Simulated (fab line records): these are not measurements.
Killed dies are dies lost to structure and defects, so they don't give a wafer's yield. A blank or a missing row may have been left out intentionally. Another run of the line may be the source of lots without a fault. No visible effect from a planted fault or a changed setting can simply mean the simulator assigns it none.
Code-filled problem report in 8D (eight disciplines) form / flow berkeleyCmos170 / the parts of the form that need people (team, actions taken, sign-off) are left out

## 1. PROBLEM STATEMENT
exposureDoseMJCm2 at UCB170_NWELL_EXPOSE_09 reads a mean of 30.735 on 6 wafers of 2 lots; wafers without a fault read 25.002 with a standard deviation of 0.026. So: +99 or more standard deviations from the usual mean.
The step: exposes mask NWELL, target cd 3000 nm.
First observed at day 3 11:51: wafer L448.1, on krfScanner-02. Wafers with a number at this step in the record: 39, from 13 lots. By rule, "out" or "out of limits" means more than 4 standard deviations away from the usual mean. The other wafers with a number count as sound.

## 2. WHAT IT IS, AND WHAT IT ISN'T
question=which readings at this step | is=exposureDoseMJCm2 | is not=-
question=which lots | is=L448, L449 | is not=L442, L443, L444, L445, L447, L455, L456, L458, L459, L464, L465
question=which wafers of those lots | is=all that have a number | is not=-
question=read on which tools | is=krfScanner-02 | is not=krfScanner-01
question=when | is=from day 3 11:51 | is not=up to then (15 sound wafers); but 18 sound wafers of L455, L456, L458, L459, L464, L465 came after

## 3. THE SUSPECTS, EACH WITH WHAT RULES IT OUT
Counting: a tool at a process step up to the reading stays a suspect if it ran every lot that is out and no sound lot after the first of them.
- krfScanner-02 at UCB170_NWELL_EXPOSE_09 (exposes mask NWELL, target cd 3000 nm): kept. All lots that are out passed through it, beginning with L448 at day 3 11:51, and no sound lot followed; its final sound lot before that point was L445 at day 3 04:11. On those wafers its own readings are out: exposureDoseMJCm2.
Remaining after the count: krfScanner-02 at UCB170_NWELL_EXPOSE_09.

## 4. THE CAUSE (what the simulator had put in)
Process parameters drifting: krfScanner-02 at UCB170_NWELL_EXPOSE_09, beginning at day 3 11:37. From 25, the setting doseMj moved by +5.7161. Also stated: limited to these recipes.
Only this tool survived the counting.

## 5. SEQUENCE OF EFFECTS, ordered by route
One row per reading whose mean, taken over the struck wafers that have a number, lies over 3 standard deviations from the usual. Scope: only readings with a usual standard deviation given in the record; hours: median across lots of the time from each lot's start at the first step in this table that gives one to its start at this step; sigmas: change in usual standard deviations.
hours=0; step=UCB170_NWELL_EXPOSE_09; reading=exposureDoseMJCm2; usual=25.002; on struck wafers=30.735; change=+5.733; sigmas=+99 or more
It contains these process steps:
- UCB170_NWELL_EXPOSE_09: exposes mask NWELL, target cd 3000 nm.
Later steps that measure or inspect, where all struck wafers having a row at the step show a number for every such reading and not one has moved that far: UCB170_GATE_OVL_MEAS_13, UCB170_CONTACT_CD_MEAS_15, UCB170_CONTACT_OVL_MEAS_16.

## 6. WHAT WOULD HAVE CAUGHT IT SOONER
The fault began at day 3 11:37; the first out-of-limits reading in this record came at day 3 11:51, 0 hours later.
